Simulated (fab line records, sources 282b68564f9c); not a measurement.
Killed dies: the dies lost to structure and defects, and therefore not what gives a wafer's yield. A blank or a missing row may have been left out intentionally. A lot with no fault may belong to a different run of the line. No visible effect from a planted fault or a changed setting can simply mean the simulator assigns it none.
A lot that was struck, set against a sound lot + flow ritCmos + 10 steps out of a route of 202
Sound: the wafers L584.1, L584.2, L584.3. Wafers struck: L591.2, L591.3, L591.5. The cause is named last.
For every step that has rows: the tool of each side, followed by ch and its chambers, followed by its first start. Under that, the readings that differ: sound wafers + struck wafers + difference of the means + sigmas: that difference in standard deviations of wafers without a fault.
alike: readings with means less than 2 such deviations apart, plus words and numbers identical on both sides. not compared: withheld readings, readings lacking a value on some wafer, bounds such as >300 that could conceal the same value, and numbers that have no deviation in the record and whose values overlap.
Wherever a step has rows on one side only, a row that says differs or no value, or a row with sigmas, the two part there. When numbers do not overlap yet have no deviation, they are printed without sigmas and do not part them. A reading missing from all wafers of one side parts the sides only when that side holds two or more wafers.

RIT_ACTIVE_BOW_MEAS_00:
  struck on filmMetro-02, day 3 22:01; sound on filmMetro-03, day 2 11:00
  alike: INCOMING_BOW
then, 1 step without rows for these wafers: RIT_ACTIVE_OXIDATION_01 (target thk 46.8 nm, ox time 3360 s).
RIT_ACTIVE_THK_MEAS_02:
  struck on filmMetro-02, day 4 00:04; sound on filmMetro-01, day 2 13:03
  alike: ACTIVE_OXIDE_THK
then, 1 step without rows for these wafers: RIT_ACTIVE_CVD_03 (deposits Si3N4 from SiH2Cl2/NH3, target thk 150 nm, time 1500 s).
RIT_ACTIVE_THK_MEAS_04:
  struck on filmMetro-01, day 4 01:32; sound on filmMetro-01, day 2 15:14
  alike: ACTIVE_NITRIDE_THK
then, 3 steps without rows for these wafers: RIT_ACTIVE_HMDS_05 (prime time 60 s); RIT_ACTIVE_COAT_06 (resist thk 1000 nm); RIT_ACTIVE_SOFTBAKE_07 (time 60 s).
RIT_ACTIVE_EXPOSE_08: exposes mask M1, target cd 1400 nm.
  struck on ilineStepper-02, day 4 02:04; sound on ilineStepper-02 ch 0, day 2 15:58
  no value came back on the struck wafers for exposureDoseMJCm2, focusOffsetNm (nm), reticleTempC (C), stageVelMmS (mm/s); on the sound wafers exposureDoseMJCm2 reads 224.60 224.74 224.69
  alike: mask
then, 1 step without rows for these wafers: RIT_ACTIVE_PEB_09.

WHERE THEY PART
Only at RIT_ACTIVE_EXPOSE_08, within this record.

WHY: what had been put in by the simulator
Entire step skipped (ilineStepper-02, RIT_ACTIVE_EXPOSE_08), from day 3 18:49 onward. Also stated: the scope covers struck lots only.
